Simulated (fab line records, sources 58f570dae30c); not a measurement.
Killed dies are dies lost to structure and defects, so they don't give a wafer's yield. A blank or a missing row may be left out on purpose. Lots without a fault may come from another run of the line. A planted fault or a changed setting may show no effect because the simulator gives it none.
Split-lot experiment | flow berkeley_cmos170 | 5 lots, 23 wafers read, on a route of 331 steps

THE SPLIT
At UCB170_WELLDRIVE_OXIDATION_01 (target thk 199 nm, ox time 9000 s), the setting ox_time_s was moved away from the recipe's 9000 s on 10 of the 23 wafers read, by -14.1% to +7.2%. The other wafers ran this setting at the recipe's value.

The file shows no step between the split and the reading.

THE READING
WELLDRIVE_OXIDE_THK, in nm, at UCB170_WELLDRIVE_THK_MEAS_02. Fault-free wafers of this fab line usually give 199.5 nm, standard deviation 2.6 nm.

wafer  | tool, chamber at the split | ox_time_s as run, s | against the recipe | WELLDRIVE_OXIDE_THK, nm | against lot-mates on the recipe
L075.2 | -, -                       | 9000                | recipe             | 204.6                   | -
L075.3 | -, -                       | 9000                | recipe             | 200.8                   | -
L075.4 | -, -                       | 9000                | recipe             | 203.8                   | -
L075.5 | -, -                       | 9000                | recipe             | 202.9                   | -
L075.6 | -, -                       | 9000                | recipe             | 197.6                   | -
L076.2 | -, -                       | 9646                | +7.2%              | 205.8                   | no lot-mate on the recipe
L076.3 | -, -                       | 9646                | +7.2%              | 207.6                   | no lot-mate on the recipe
L076.4 | -, -                       | 9646                | +7.2%              | 206.6                   | no lot-mate on the recipe
L076.5 | -, -                       | 9646                | +7.2%              | 206.2                   | no lot-mate on the recipe
L076.6 | -, -                       | 9646                | +7.2%              | 206.5                   | no lot-mate on the recipe
L078.1 | -, -                       | 9000                | recipe             | 197.7                   | -
L078.3 | -, -                       | 9000                | recipe             | 194.6                   | -
L078.4 | -, -                       | 9000                | recipe             | 195.8                   | -
L078.5 | -, -                       | 9000                | recipe             | 196.5                   | -
L078.6 | -, -                       | 9000                | recipe             | 198.2                   | -
L080.1 | furnace-01, 0              | 9000                | recipe             | 196.4                   | -
L080.2 | furnace-01, 0              | 9000                | recipe             | 201.1                   | -
L080.5 | furnace-01, 0              | 9000                | recipe             | 199.5                   | -
L085.1 | -, -                       | 7730                | -14.1%             | 184.8                   | no lot-mate on the recipe
L085.2 | -, -                       | 7730                | -14.1%             | 181.5                   | no lot-mate on the recipe
L085.4 | -, -                       | 7730                | -14.1%             | 183.3                   | no lot-mate on the recipe
L085.5 | -, -                       | 7730                | -14.1%             | 184.4                   | no lot-mate on the recipe
L085.6 | -, -                       | 7730                | -14.1%             | 185.4                   | no lot-mate on the recipe

THE FIT
A straight line over all 23 wafers: WELLDRIVE_OXIDE_THK changes by +1.07 nm for each +1% of ox_time_s; r = +0.95; the points scatter about the line by 2.5 nm.
Too few moved wafers have a lot-mate on the recipe to fit a line with each lot's own level taken away.

THE WHOLE CHAIN: every reading that the file lists as answering this split, in the file's order
step                          | what it does                      | reading                                                                                | change (the file's fit)              | r (the file's)
UCB170_WELLDRIVE_OXIDATION_01 | target thk 199 nm, ox time 9000 s | SiO2_of_WELLDRIVE_OXIDATION_01.thk_nm (the simulator's own value, which no gauge read) | +1.06 nm for each +1% of the setting | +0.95
UCB170_WELLDRIVE_THK_MEAS_02  |                                   | WELLDRIVE_OXIDE_THK                                                                    | +1.07 for each +1% of the setting    | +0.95

THE FILE'S OWN FIT
WELLDRIVE_OXIDE_THK changes by +1.07 nm for each +1% of ox_time_s, r = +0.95.
